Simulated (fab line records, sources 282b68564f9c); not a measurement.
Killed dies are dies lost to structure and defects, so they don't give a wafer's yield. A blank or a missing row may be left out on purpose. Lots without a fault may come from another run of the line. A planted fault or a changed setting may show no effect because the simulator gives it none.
fab line records | flow rit_cmos
record lots=14 wafers=42 last_day=8
route steps=202 shown PRETRO@66 SILICIDE@162 CONTACT@180 M1@198
lots that met no fault: from a run of the same line without faults
start_h: hours from the record's first day to the start of the lot's first wafer shown | wait_h: hours since the lot's step before | " the same as in the row above | L1.1+2: a row that stands for several wafers | - no value, or no start given | * or withheld: withheld | < > ~ a bound
route shown NAME@n: a module of which the file shows steps, and the number in the route of the first | usual: mean/standard deviation of fault-free wafers | same: alike in all rows | chamber/n: place in a boat | sites: the reading at each site | _std_site: their standard deviation | _edge_site: outer sites' mean less inner sites' | radius_mm: how far each site lies from the wafer's centre | mask NAME#n: copy n | behind: the tool/chamber that last shaped the wafer | hold: why the lot was held/for how many hours/how that ended | device: the transistor (n, p or np) that didn't switch | end of line: the same wafers' tests at the end of the route | a step without rows: its recipe alone | killed: dies lost to structure and defects at the first sort, not the wafer's yield | map: a wafer's dies, x killed, . not, _ none there
set.NAME: the setting as run; set.NAME@STEP: as run at that earlier step | model.NAME: the simulator's own value behind a step, which no gauge read
steps of the route over a sample of lots; a table a step, a row a wafer
services: from which hour (start_h, from the record's first day; less than 0 if before it) a tool's chamber was out of use, for how many hours, and why
## steps
# step RIT_PRETRO_SOFTBAKE_02
# recipe resist=NOVOLAK temp_c=90 time_s=60.96
# usual plate_sensor_t_centre_C=90.969/0.0097 plate_sensor_t_edge_C=91.021/0.01
# columns lot.wafer tool chamber start_h wait_h plate_sensor_t_centre_C plate_sensor_t_edge_C
L912.3 litho_track-04 0 38.77 0.1 90.966 91.015
L912.5 " 0 " " 90.985 91.020
L912.6 " 0 " " 90.970 91.021
L913.1 litho_track-04 0 42.09 0.1 90.996 91.005
L913.3 " 0 " " 90.972 91.010
L913.6 " 0 " " 90.953 91.017
L916.2 litho_track-02 0 55.44 0.1 90.991 91.022
L916.5 " 0 " " 90.969 91.014
L916.6 " 0 " " 90.974 91.022
L918.1 litho_track-04 0 67.28 0.1 90.971 91.021
L918.2 " 0 " " 90.957 91.012
L918.6 " 0 " " 90.948 91.024
L919.1 litho_track-01 0 70.59 0.1 90.983 91.032
L919.3 " 0 " " 90.966 91.026
L919.5 " 0 " " 90.959 91.018
L920.2 litho_track-04 0 75.60 0.1 90.959 91.039
L920.4 " 0 " " 90.982 91.015
L920.5 " 0 " " 90.960 91.041
L921.3 litho_track-04 0 80.83 0.1 90.972 91.008
L921.5 " 0 " " 90.960 91.015
L921.6 " 0 " " 90.963 91.018
L923.2 litho_track-04 0 96.51 0.1 90.967 91.033
L923.3 " 0 " " 90.981 91.032
L923.4 " 0 " " 90.957 91.041
L926.3 litho_track-04 0 113.95 0.1 90.972 91.034
L926.4 " 0 " " 90.975 91.020
L926.6 " 0 " " 90.957 91.033
L930.1 litho_track-01 0 134.11 0.1 90.977 91.020
L930.4 " 0 " " 90.962 91.008
L930.6 " 0 " " 90.967 91.026
L931.2 litho_track-01 0 142.26 0.1 90.961 91.013
L931.4 " 0 " " 90.956 91.040
L931.5 " 0 " " 90.960 91.010
L932.1 litho_track-02 0 142.44 0.1 90.962 91.022
L932.5 " 0 " " 90.964 91.030
L932.6 " 0 " " 90.970 91.017
L934.1 litho_track-02 0 147.71 0.1 90.970 91.027
L934.2 " 0 " " 90.960 91.010
L934.3 " 0 " " 90.984 91.012
L935.3 litho_track-02 0 150.87 0.1 90.965 91.020
L935.4 " 0 " " 90.959 91.005
L935.6 " 0 " " 90.974 91.006
# step RIT_SILICIDE_SPUTTER_01
# recipe material=Ti target_thk_nm=30 power_w=350 chamber_pressure_pa=0.667 gas=Ar time_s=240 substrate_temp_c=25
# usual cathode_dc_power_W=350.01/0.062 throttle_valve_pct=30.0/0.71
# columns lot.wafer tool chamber start_h wait_h cathode_dc_power_W throttle_valve_pct
L912.3 pvd_sputter-03 - 61.17 0.0 349.95 31.5
L912.5 " - " " 349.94 31.5
L912.6 " - " " 349.92 28.8
L913.1 pvd_sputter-02 - 66.78 0.0 349.89 30.6
L913.3 " - " " 349.98 30.3
L913.6 " - " " 349.93 29.3
L916.2 pvd_sputter-02 - 79.89 0.0 349.97 30.7
L916.5 " - " " 349.98 29.7
L916.6 " - " " 349.97 31.0
L918.1 pvd_sputter-02 - 98.64 0.0 350.08 30.7
L918.2 " - " " 349.96 30.2
L918.6 " - " " 349.88 30.7
L919.1 pvd_sputter-04 - 98.89 0.0 350.01 30.2
L919.3 " - " " 350.13 29.1
L919.5 " - " " 349.95 29.1
L920.2 pvd_sputter-02 - 103.49 0.0 350.05 29.2
L920.4 " - " " 350.11 30.1
L920.5 " - " " 350.00 30.7
L921.3 pvd_sputter-03 - 110.79 0.0 350.08 29.0
L921.5 " - " " 350.02 31.0
L921.6 " - " " 350.02 30.1
L923.2 pvd_sputter-03 - 128.26 0.0 350.02 30.4
L923.3 " - " " 350.18 28.9
L923.4 " - " " 350.06 31.3
L926.3 pvd_sputter-03 - 145.58 0.0 349.99 29.3
L926.4 " - " " 350.02 31.2
L926.6 " - " " 349.88 28.9
L930.1 pvd_sputter-03 - 159.26 0.0 349.99 28.9
L930.4 " - " " 350.10 31.3
L930.6 " - " " 349.92 29.1
L932.1 pvd_sputter-02 - 167.78 0.0 350.01 30.8
L932.5 " - " " 350.05 29.6
L932.6 " - " " 350.01 29.1
L931.2 pvd_sputter-04 - 170.28 0.0 350.11 30.0
L931.4 " - " " 349.99 30.9
L931.5 " - " " 350.04 30.6
L934.1 pvd_sputter-02 - 172.27 0.0 349.95 30.0
L934.2 " - " " 350.03 29.4
L934.3 " - " " 350.12 30.7
L935.3 pvd_sputter-02 - 175.02 0.0 350.04 29.5
L935.4 " - " " 349.98 30.8
L935.6 " - " " 349.98 29.5
# step RIT_SILICIDE_RS_MEAS_02
# recipe thk_meas_gauge=four-point-probe reads=Ti_of_SILICIDE_SPUTTER_01
# usual SILICIDE_TI_RS=48.0/0.82
# columns lot.wafer tool chamber start_h wait_h SILICIDE_TI_RS[ohm/sq]
L912.3 film_metro-01 - 61.36 0.1 47.7
L912.5 " - " " 47.9
L912.6 " - " " 47.3
L913.1 film_metro-03 - 66.93 0.1 46.8
L913.3 " - " " 47.1
L913.6 " - " " 47.4
L916.2 film_metro-03 - 80.06 0.1 46.9
L916.5 " - " " 47.9
L916.6 " - " " 47.0
L918.1 film_metro-02 - 98.79 0.1 47.5
L918.2 " - " " 47.6
L918.6 " - " " 47.7
L919.1 film_metro-01 - 99.04 0.1 47.3
L919.3 " - " " 46.5
L919.5 " - " " 46.4
L920.2 film_metro-01 - 103.66 0.1 48.6
L920.4 " - " " 48.2
L920.5 " - " " 47.7
L921.3 film_metro-01 - 110.98 0.1 49.6
L921.5 " - " " 48.9
L921.6 " - " " 49.9
L923.2 film_metro-02 - 128.43 0.1 48.9
L923.3 " - " " 48.7
L923.4 " - " " 49.1
L926.3 film_metro-03 - 145.77 0.1 72.3
L926.4 " - " " 73.3
L926.6 " - " " 72.0
L930.1 film_metro-01 - 159.41 0.1 71.7
L930.4 " - " " 71.4
L930.6 " - " " 72.1
L932.1 film_metro-03 - 167.93 0.1 48.3
L932.5 " - " " 49.6
L932.6 " - " " 48.5
L931.2 film_metro-03 - 170.45 0.1 46.4
L931.4 " - " " 47.0
L931.5 " - " " 47.0
L934.1 film_metro-03 - 172.42 0.1 47.0
L934.2 " - " " 47.9
L934.3 " - " " 47.0
L935.3 film_metro-01 - 175.21 0.1 48.5
L935.4 " - " " 47.9
L935.6 " - " " 48.3
# step RIT_SILICIDE_THK_MEAS_03
# recipe thk_meas_gauge=xrf reads=Ti_of_SILICIDE_SPUTTER_01
# usual SILICIDE_TI_THK=29.6/0.43
# columns lot.wafer tool chamber start_h wait_h SILICIDE_TI_THK[nm]
L912.3 film_metro-01 - 61.46 0.1 29.7
L912.5 " - " " 29.7
L912.6 " - " " 29.8
L913.1 film_metro-03 - 67.05 0.1 30.2
L913.3 " - " " 30.1
L913.6 " - " " 30.0
L916.2 film_metro-03 - 80.17 0.1 30.0
L916.5 " - " " 29.5
L916.6 " - " " 30.1
L918.1 film_metro-02 - 98.91 0.1 29.9
L918.2 " - " " 29.9
L918.6 " - " " 29.8
L919.1 film_metro-01 - 99.16 0.1 29.9
L919.3 " - " " 30.2
L919.5 " - " " 30.1
L920.2 film_metro-01 - 103.77 0.1 29.2
L920.4 " - " " 29.2
L920.5 " - " " 29.6
L921.3 film_metro-01 - 111.08 0.1 28.7
L921.5 " - " " 29.0
L921.6 " - " " 28.4
L923.2 film_metro-02 - 128.54 0.1 29.2
L923.3 " - " " 29.3
L923.4 " - " " 29.3
L926.3 film_metro-03 - 145.87 0.1 23.5
L926.4 " - " " 23.4
L926.6 " - " " 23.8
L930.1 film_metro-01 - 159.53 0.1 23.6
L930.4 " - " " 23.6
L930.6 " - " " 23.3
L932.1 film_metro-03 - 168.05 0.1 29.5
L932.5 " - " " 29.0
L932.6 " - " " 29.2
L931.2 film_metro-03 - 170.56 0.1 30.5
L931.4 " - " " 30.2
L931.5 " - " " 30.0
L934.1 film_metro-03 - 172.54 0.1 30.1
L934.2 " - " " 29.7
L934.3 " - " " 30.1
L935.3 film_metro-01 - 175.31 0.1 29.1
L935.4 " - " " 29.4
L935.6 " - " " 29.2
# step RIT_CONTACT_STRIP_12
# recipe chemistry=O2 time_s=175.2 resist=NOVOLAK platen_temp_c=withheld power_w=500 pressure_mtorr=4000 o2_flow_sccm=4000
# usual chamber_pressure_mTorr=4001/3.6 drypump_motor_current_A=5.9/0.58
# columns lot.wafer tool chamber start_h wait_h chamber_pressure_mTorr drypump_motor_current_A rf_hours_counter_h
L912.3 plasma_asher-03 0 63.73 0.2 4003 5.9 -
L912.5 " 1 " " 4001 5.5 -
L912.6 " 0 " " 4002 5.9 -
L913.1 plasma_asher-01 0 68.95 0.1 3997 6.8 27
L913.3 " 0 " " 3996 6.8 -
L913.6 " 1 " " 3998 5.7 -
L916.2 plasma_asher-03 0 82.12 0.1 4001 5.9 43
L916.5 " 1 " " 4003 5.5 -
L916.6 " 0 " " 4002 5.9 -
L918.1 plasma_asher-03 0 100.87 0.1 4002 5.9 44
L918.2 " 1 " " 4005 5.4 44
L918.6 " 0 " " 3999 5.9 -
L919.1 plasma_asher-04 1 101.12 0.1 4004 5.0 44
L919.3 " 0 " " 3999 6.5 -
L919.5 " 1 " " 4001 5.0 -
L920.2 plasma_asher-04 0 105.70 0.1 4002 6.6 44
L920.4 " 1 " " 4007 5.0 -
L920.5 " 1 " " 3999 5.0 -
L921.3 plasma_asher-01 0 113.05 0.2 4005 6.7 -
L921.5 " 1 " " 4002 5.8 -
L921.6 " 0 " " 4004 6.8 -
L923.2 plasma_asher-03 1 130.34 0.1 4007 5.5 1
L923.3 " 0 " " 4000 5.9 -
L923.4 " 1 " " 3998 5.5 -
L926.3 plasma_asher-01 1 147.97 0.2 3997 5.8 -
L926.4 " 0 " " 4002 6.8 -
L926.6 " 0 " " 4009 6.8 -
L930.1 plasma_asher-01 0 161.71 0.1 4000 6.7 37
L930.4 " 0 " " 4000 6.8 -
L930.6 " 1 " " 3997 5.7 -
L932.1 plasma_asher-03 1 170.05 0.1 3999 5.5 6
L932.5 " 1 " " 3996 5.5 -
L932.6 " 0 " " 4006 5.9 -
L931.2 plasma_asher-03 0 172.62 0.1 3998 5.8 7
L931.4 " 0 " " 3994 5.9 -
L931.5 " 0 " " 3997 5.9 -
L934.1 plasma_asher-04 1 174.36 0.1 3996 5.0 53
L934.2 " 0 " " 4002 6.6 53
L934.3 " 0 " " 4002 6.6 -
L935.3 plasma_asher-01 1 177.24 0.2 3997 5.7 -
L935.4 " 0 " " 4003 6.8 -
L935.6 " 0 " " 4000 6.8 -
# step RIT_M1_STRIP_14
# recipe chemistry=O2 time_s=180 platen_temp_c=withheld power_w=500 pressure_mtorr=4000 o2_flow_sccm=4000
# usual chamber_pressure_mTorr=4000/3.7 drypump_motor_current_A=6.0/0.63
# columns lot.wafer tool chamber start_h wait_h chamber_pressure_mTorr drypump_motor_current_A rf_hours_counter_h
L912.3 plasma_asher-02 0 66.49 0.1 4004 6.5 -
L912.5 " 1 " " 3993 6.8 -
L912.6 " 0 " " 4002 6.5 -
L913.1 plasma_asher-04 0 71.88 0.0 4006 6.5 41
L913.3 " 1 " " 3997 5.0 -
L913.6 " 1 " " 3999 5.0 -
L916.2 plasma_asher-03 1 85.66 0.0 4007 5.5 43
L916.5 " 0 " " 3999 5.9 -
L916.6 " 1 " " 4001 5.5 -
L918.1 plasma_asher-03 1 103.75 0.0 4003 5.5 44
L918.2 " 0 " " 3997 5.9 44
L918.6 " 1 " " 4002 5.4 -
L919.1 plasma_asher-02 0 103.99 0.0 4004 6.5 45
L919.3 " 0 " " 3994 6.5 -
L919.5 " 1 " " 4006 6.8 -
L920.2 plasma_asher-04 0 108.59 0.0 3996 6.6 45
L920.4 " 1 " " 4002 5.0 -
L920.5 " 0 " " 3997 6.6 -
L921.3 plasma_asher-02 1 115.83 0.1 3997 6.8 -
L921.5 " 0 " " 3996 6.5 -
L921.6 " 1 " " 4001 6.8 -
L923.2 plasma_asher-02 1 133.27 0.0 3998 6.8 48
L923.3 " 1 " " 4002 6.8 -
L923.4 " 0 " " 3997 6.5 -
L926.3 plasma_asher-02 0 150.91 0.1 3996 6.5 -
L926.4 " 1 " " 4002 6.8 -
L926.6 " 1 " " 3995 6.7 -
L930.1 plasma_asher-04 0 164.91 0.0 3997 6.6 51
L930.4 " 0 " " 4006 6.6 -
L930.6 " 1 " " 4005 5.0 -
L932.1 plasma_asher-03 1 173.08 0.0 4001 5.5 7
L932.5 " 1 " " 3994 5.5 -
L932.6 " 0 " " 4002 5.9 -
L931.2 plasma_asher-04 0 175.54 0.0 4001 6.6 53
L931.4 " 0 " " 4001 6.6 -
L931.5 " 0 " " 4005 6.6 -
L934.1 plasma_asher-04 0 177.12 0.0 4001 6.6 53
L934.2 " 1 " " 3996 5.0 53
L934.3 " 1 " " 3996 5.0 -
L935.3 plasma_asher-03 1 180.65 0.1 3999 5.4 -
L935.4 " 0 " " 4003 5.9 -
L935.6 " 0 " " 3997 5.9 -
# step RIT_M1_PROBE_99
# usual killed_at_contacts=0.1/0.28 killed_at_front_end=7.1/2.8 killed_dies=7.1/2.9 killed_open=3.4/2 killed_short=3.6/2.1
# same gross_dies=264 killed_at_M0_to_M3=0 killed_at_M4_up=0 killed_at_back_side=0 killed_at_other=0
# columns lot.wafer tool chamber start_h wait_h killed_at_contacts killed_at_front_end killed_dies killed_open killed_short
L930.1 prober-01 - 168.10 0.1 0 4 4 3 1
L930.4 prober-01 - 168.25 0.2 0 7 7 3 4
L930.6 prober-01 - 168.35 0.2 0 6 6 2 4
L932.1 prober-01 - 175.00 0.1 0 8 8 2 6
L932.5 prober-01 - 175.20 0.2 0 7 7 4 3
L932.6 prober-01 - 175.25 0.2 0 3 3 0 3
L931.2 prober-02 - 177.50 0.1 0 11 11 7 4
L931.4 prober-02 - 177.60 0.2 0 9 9 3 6
L931.5 prober-02 - 177.65 0.2 0 11 11 6 5
L934.1 prober-02 - 180.45 0.1 0 7 7 3 4
L934.2 prober-02 - 180.50 0.1 0 8 8 3 5
L934.3 prober-02 - 180.55 0.2 0 12 12 5 7
L935.3 prober-01 - 182.61 0.2 0 6 6 3 3
L935.4 prober-01 - 182.66 0.2 0 7 7 5 2
L935.6 prober-01 - 182.76 0.2 0 5 5 4 1
# killed by level:class
L930.1 FOX1:geometric_particle:open=1 FOX2:geometric_particle:open=1 GATE:geometric_particle:short=1 GATE:geometric_particle:open=1
L930.4 GATE:geometric_particle:short=3 GATE:geometric_particle:open=2 SPACER:geometric_particle:short=1 SPACER:geometric_particle:open=1
L930.6 SILICIDE:geometric_particle:short=2 FOX1:geometric_particle:short=1 FOX2:geometric_particle:short=1 GATE:geometric_particle:open=1 REOX:geometric_particle:open=1
L932.1 GATE:geometric_particle:short=3 FOX2:geometric_particle:short=2 GATE:geometric_particle:open=1 REOX:geometric_particle:open=1 REOX:geometric_particle:short=1
L932.5 GATE:geometric_particle:open=2 FOX2:geometric_particle:open=1 FOX2:geometric_particle:short=1 GATE:geometric_particle:short=1 REOX:geometric_particle:open=1 SILICIDE:geometric_particle:short=1
L932.6 GATE:geometric_particle:short=2 SILICIDE:geometric_particle:short=1
L931.2 GATE:geometric_particle:open=3 GATE:geometric_particle:short=3 SILICIDE:geometric_particle:open=3 FOX1:geometric_particle:open=1 FOX2:geometric_particle:short=1
L931.4 GATE:geometric_particle:short=4 GATE:geometric_particle:open=3 FOX2:geometric_particle:short=1 SPACER:geometric_particle:short=1
L931.5 GATE:geometric_particle:short=4 GATE:geometric_particle:open=3 SPACER:geometric_particle:open=2 FOX2:geometric_particle:open=1 SILICIDE:geometric_particle:short=1
L934.1 SPACER:geometric_particle:short=3 REOX:geometric_particle:open=2 REOX:geometric_particle:short=1 SPACER:geometric_particle:open=1
L934.2 FOX1:geometric_particle:short=3 FOX1:geometric_particle:open=1 GATE:geometric_particle:open=1 REOX:geometric_particle:short=1 SPACER:geometric_particle:open=1 SILICIDE:geometric_particle:short=1
L934.3 GATE:geometric_particle:short=4 GATE:geometric_particle:open=2 REOX:geometric_particle:open=2 SPACER:geometric_particle:short=2 FOX1:geometric_particle:open=1 REOX:geometric_particle:short=1
L935.3 SPACER:geometric_particle:short=2 SPACER:geometric_particle:open=2 FOX1:geometric_particle:open=1 GATE:geometric_particle:short=1
L935.4 GATE:geometric_particle:open=3 FOX2:geometric_particle:open=2 FOX1:geometric_particle:short=1 SILICIDE:geometric_particle:short=1
L935.6 SPACER:geometric_particle:open=3 FOX2:geometric_particle:open=1 GATE:geometric_particle:short=1
## services
# columns tool chamber start_h hours kind
pvd_sputter-03 - 22.31 1.5 repair
plasma_asher-04 - 26.60 9.4 pm
plasma_asher-03 - 67.92 1.6 repair
pvd_sputter-02 - 70.14 7.8 repair
pvd_sputter-02 - 79.23 0.6 repair
pvd_sputter-03 - 92.52 4.0 repair
plasma_asher-03 - 108.75 9.0 pm
plasma_asher-03 0 108.75 9.0 vent_cycle
plasma_asher-03 1 108.75 9.0 vent_cycle
plasma_asher-03 0 117.75 - clean
plasma_asher-03 1 117.75 - clean
plasma_asher-04 - 125.04 1.7 repair
plasma_asher-02 - 126.86 2.8 pm
pvd_sputter-04 - 131.29 7.4 repair
plasma_asher-01 - 132.82 4.3 pm
pvd_sputter-03 - 134.70 8.4 repair
pvd_sputter-04 - 164.57 4.8 repair
## key
first_sign step=RIT_SILICIDE_RS_MEAS_02 reading=SILICIDE_TI_RS direction=up sigmas=29 usual=48.0 struck=72.1
effect step=RIT_SILICIDE_THK_MEAS_03 reading=SILICIDE_TI_THK direction=down sigmas=14 usual=29.6 struck=23.5
met_at RIT_SILICIDE_SPUTTER_01
struck_lots L926,L930
tester_left_out L926,L930
not_acting_at RIT_PRETRO_SOFTBAKE_02,RIT_CONTACT_STRIP_12,RIT_M1_STRIP_14
onset_between 128.26 145.58
fault kind=site_profile_drift tool=pvd_sputter-03 chamber=- onset_h=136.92 steps=RIT_SILICIDE_SPUTTER_01 basis=fraction max_abs_drift=0.442 slope_share_per_hr=98.222 site_pattern=0,0,0,0,0,-1,-1,-1,-1
# tester_left_out: of these lots the tester's yield and bins aren't shown, on N5 and GAA mostly nor the transistor test; their killed dies are dies lost to structure and defects alone, not to doping, threshold or leakage, so they don't give the yield
